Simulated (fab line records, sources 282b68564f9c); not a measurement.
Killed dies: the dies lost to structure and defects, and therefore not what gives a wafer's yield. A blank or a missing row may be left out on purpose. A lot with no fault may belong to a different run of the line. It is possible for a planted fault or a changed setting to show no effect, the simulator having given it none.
fab line records + flow rit-cmos
record
- lots=15
- wafers=45
- last-day=7
route steps=202 shown NRETRO@56
lots untouched by any fault: they come from a run of this same line in which no faults occurred
start-h: start of the lot's first displayed wafer, in hours after the record's first day + wait-h: time in hours since the lot's previous step + " identical to the entry in the row above + L1.1+2: a row that stands for several wafers + - no value present, or no start provided + * or withheld: withheld + < > ~ a bound
route shown NAME@n: a module of which the file shows steps, and the number in the route of the first + usual: average and standard deviation across the fault-free wafers + same: alike in all rows + chamber/n: place in a boat + sites: the reading at each site + _std_site: the standard deviation of these + _edge_site: outer sites' mean less inner sites' + radius-mm: for every site, how far away it sits from the centre of the wafer + mask NAME#n: copy n + behind: the most recent tool/chamber to have shaped the wafer + hold: why the lot was held/for how many hours/how that ended + device: transistor that didn't switch, given as n, p or np + end of line: the tests these same wafers got at the end of their route + a step given without rows: its recipe and nothing more + killed: count of dies lost to structure and defects at first sort (not the wafer's yield) + map: a wafer's dies, x killed, . not, _ none there
set.NAME: the run value of the setting; set.NAME@STEP: its run value at that earlier step + model.NAME: the simulator's own value behind a step, which no gauge read
route steps across a sampled set of lots; one table per step, one row per wafer
services: a tool's chamber out of use, with start hour (start-h, from the record's first day; less than 0 if before it), hours out, and reason
## steps
# step RIT_NRETRO_EXPOSE_03
# recipe
- mask-id=M4
- na=0.57
- target-cd-nm=43900
- dose-mj=250
# usual
- exposure-dose-mJ-cm2=249.96/0.27
- focus-offset-nm=0.1/0.47
| lot.wafer | tool             | chamber | start-h | wait-h | mask | exposure-dose-mJ-cm2 | focus-offset-nm |
|-----------|------------------|---------|---------|--------|------|----------------------|-----------------|
| L151.2    | iline-stepper-02 | 0       | 39.80   | 0.1    | M4#0 | 250.10               | 0.1             |
| L151.4    | "                | 0       | "       | "      | M4#0 | 250.38               | -0.2            |
| L151.6    | "                | 0       | "       | "      | M4#0 | 250.02               | -0.2            |
| L152.3    | iline-stepper-01 | 0       | 40.19   | 0.2    | M4#0 | 249.80               | 0.4             |
| L152.4    | "                | 0       | "       | "      | M4#0 | 249.66               | 0.0             |
| L152.5    | "                | 0       | "       | "      | M4#0 | 249.99               | 0.5             |
| L153.3    | iline-stepper-01 | 0       | 46.15   | 0.1    | M4#0 | 249.90               | 0.2             |
| L153.4    | "                | 0       | "       | "      | M4#0 | 249.95               | 0.8             |
| L153.6    | "                | 0       | "       | "      | M4#0 | 249.67               | 0.8             |
| L155.1    | iline-stepper-01 | 0       | 53.71   | 0.2    | M4#0 | 249.89               | -0.7            |
| L155.4    | "                | 0       | "       | "      | M4#0 | 250.12               | -0.8            |
| L155.5    | "                | 0       | "       | "      | M4#0 | 249.97               | -0.8            |
| L156.1    | iline-stepper-02 | 0       | 56.90   | 0.2    | M4#0 | 250.03               | -1.5            |
| L156.3    | "                | 0       | "       | "      | M4#0 | 250.34               | -0.6            |
| L156.5    | "                | 0       | "       | "      | M4#0 | 249.73               | -0.6            |
| L157.3    | iline-stepper-01 | 0       | 63.59   | 0.2    | M4#0 | 249.94               | -0.3            |
| L157.4    | "                | 0       | "       | "      | M4#0 | 250.01               | 0.6             |
| L157.5    | "                | 0       | "       | "      | M4#0 | 249.72               | 0.0             |
| L165.1    | iline-stepper-02 | -       | 103.91  | 0.2    | M4#0 | -                    | -               |
| L165.3    | "                | -       | "       | "      | M4#0 | -                    | -               |
| L165.6    | "                | -       | "       | "      | M4#0 | -                    | -               |
| L166.1    | iline-stepper-02 | -       | 111.15  | 0.1    | M4#0 | -                    | -               |
| L166.5    | "                | -       | "       | "      | M4#0 | -                    | -               |
| L166.6    | "                | -       | "       | "      | M4#0 | -                    | -               |
| L167.1    | iline-stepper-01 | -       | 116.44  | 0.3    | M4#0 | -                    | -               |
| L167.4    | "                | -       | "       | "      | M4#0 | -                    | -               |
| L167.6    | "                | -       | "       | "      | M4#0 | -                    | -               |
| L168.2    | iline-stepper-02 | 0       | 118.10  | 0.2    | M4#0 | 250.61               | 0.5             |
| L168.3    | "                | 0       | "       | "      | M4#0 | 250.41               | 0.7             |
| L168.5    | "                | 0       | "       | "      | M4#0 | 250.60               | -0.1            |
| L169.2    | iline-stepper-01 | 0       | 124.01  | 0.2    | M4#0 | 249.87               | 0.0             |
| L169.3    | "                | 0       | "       | "      | M4#0 | 250.04               | 0.2             |
| L169.6    | "                | 0       | "       | "      | M4#0 | 250.15               | -0.2            |
| L170.4    | iline-stepper-02 | 0       | 129.13  | 0.2    | M4#0 | 250.18               | 0.3             |
| L170.5    | "                | 0       | "       | "      | M4#0 | 249.97               | 0.6             |
| L170.6    | "                | 0       | "       | "      | M4#0 | 249.87               | -0.1            |
| L172.2    | iline-stepper-02 | 0       | 137.88  | 0.1    | M4#0 | 249.96               | 0.0             |
| L172.5    | "                | 0       | "       | "      | M4#0 | 249.78               | 0.0             |
| L172.6    | "                | 0       | "       | "      | M4#0 | 249.83               | -0.4            |
| L173.4    | iline-stepper-01 | 0       | 143.12  | 0.2    | M4#0 | 250.17               | 0.3             |
| L173.5    | "                | 0       | "       | "      | M4#0 | 249.74               | 0.2             |
| L173.6    | "                | 0       | "       | "      | M4#0 | 249.33               | 0.1             |
| L174.1    | iline-stepper-01 | 0       | 148.62  | 0.1    | M4#0 | 249.79               | 0.7             |
| L174.5    | "                | 0       | "       | "      | M4#0 | 249.91               | 0.2             |
| L174.6    | "                | 0       | "       | "      | M4#0 | 249.65               | -0.1            |
## services
| tool             | chamber | start-h | hours | kind        |
|------------------|---------|---------|-------|-------------|
| iline-stepper-01 | -       | 47.78   | 4.4   | pm          |
| iline-stepper-02 | 0       | 60.51   | -     | calibration |
| iline-stepper-01 | 0       | 70.12   | -     | calibration |
| iline-stepper-02 | -       | 71.35   | 1.7   | pm          |
| iline-stepper-01 | -       | 96.26   | 3.8   | repair      |
| iline-stepper-02 | -       | 112.83  | 4.4   | pm          |
## key
first-sign
- step=RIT_NRETRO_EXPOSE_03
- reading=tool-record
- direction=missing
effect none on later readings
met-at RIT_NRETRO_EXPOSE_03
struck-lots L165,L166,L167
sort-left-out L165.1,L165.3,L165.6,L166.1,L166.5,L166.6,L167.1,L167.4,L167.6
tester-left-out L165,L166,L167
onset-between 63.59 103.91
fault
- kind=skipped-step-whole
- tool=iline-stepper-01,iline-stepper-02
- chamber=-
- onset-h=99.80
- steps=RIT_NRETRO_EXPOSE_03
- scope=struck-lots-only
# tester-left-out: of these lots the tester's yield and bins aren't shown, on N5 and GAA mostly nor the transistor test; their killed dies are dies lost to structure and defects alone, not to doping, threshold or leakage, so they don't give the yield
# sort-left-out: the simulated sort isn't trusted on such a fault, so these wafers' sort isn't shown, and their yield isn't known
